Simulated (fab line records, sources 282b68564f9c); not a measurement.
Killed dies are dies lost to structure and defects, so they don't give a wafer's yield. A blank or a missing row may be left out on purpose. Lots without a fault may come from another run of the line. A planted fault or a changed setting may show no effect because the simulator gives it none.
One fault seen from 2 desks | flow rit_cmos | each desk has only its own numbers; what lay behind them comes last

THE METROLOGY DESK
What the gauges read, lot by lot, whatever tool the lot ran on: means of the sampled wafers that have a number. A lot is out of limits, marked OUT, if its mean lies more than 4 standard deviations from the usual mean; the brackets give that distance.
Columns: A = NWELL_OVL at RIT_NWELL_OVL_MEAS_06, usual -0.5 nm
lot  | first seen here | A
L315 | day 1 20:41     | 0.2
L316 | day 2 02:30     | 0.1
L317 | day 2 07:06     | 1.3
L321 | day 3 04:49     | 0.1
L322 | day 3 07:32     | 0.5
L323 | day 3 15:52     | 1.2
L324 | day 3 18:31     | -0.5
L327 | day 4 10:55     | -1.0
L328 | day 4 13:13     | -2.2
L330 | day 5 02:03     | -2.0
L331 | day 5 06:47     | -2.2
L336 | day 6 08:10     | -0.8
L337 | day 6 12:42     | -0.6
L338 | day 6 19:08     | -1.9
This desk's finding: nothing out of limits on any of the 14 lots.

THE TOOL OWNER'S DESK: litho_track-03
The tool's own readings at RIT_PRETRO_DEVELOP_05 (develop time 68 s): means of the sampled wafers that have a number, for each lot that ran on this tool. A lot is out of limits, marked OUT, if its mean lies more than 4 standard deviations from the usual mean; the brackets give that distance.
Columns: A = chill_plate_temp_C at RIT_PRETRO_DEVELOP_05, usual 23.00 C; B = exhaust_pa at RIT_PRETRO_DEVELOP_05, usual 45.0 Pa
lot  | first seen here | A     | B
L317 | day 2 17:00     | 23.04 | 44.2
L321 | day 3 14:00     | 22.95 | 46.5
L322 | day 3 17:00     | 23.03 | 45.2
This desk's finding: nothing out of limits on any of the 3 lots.

PUT TOGETHER
The metrology desk saw nothing out of limits.
The tool owner's desk saw nothing out of limits.

WHAT THE SIMULATOR HAD PUT IN
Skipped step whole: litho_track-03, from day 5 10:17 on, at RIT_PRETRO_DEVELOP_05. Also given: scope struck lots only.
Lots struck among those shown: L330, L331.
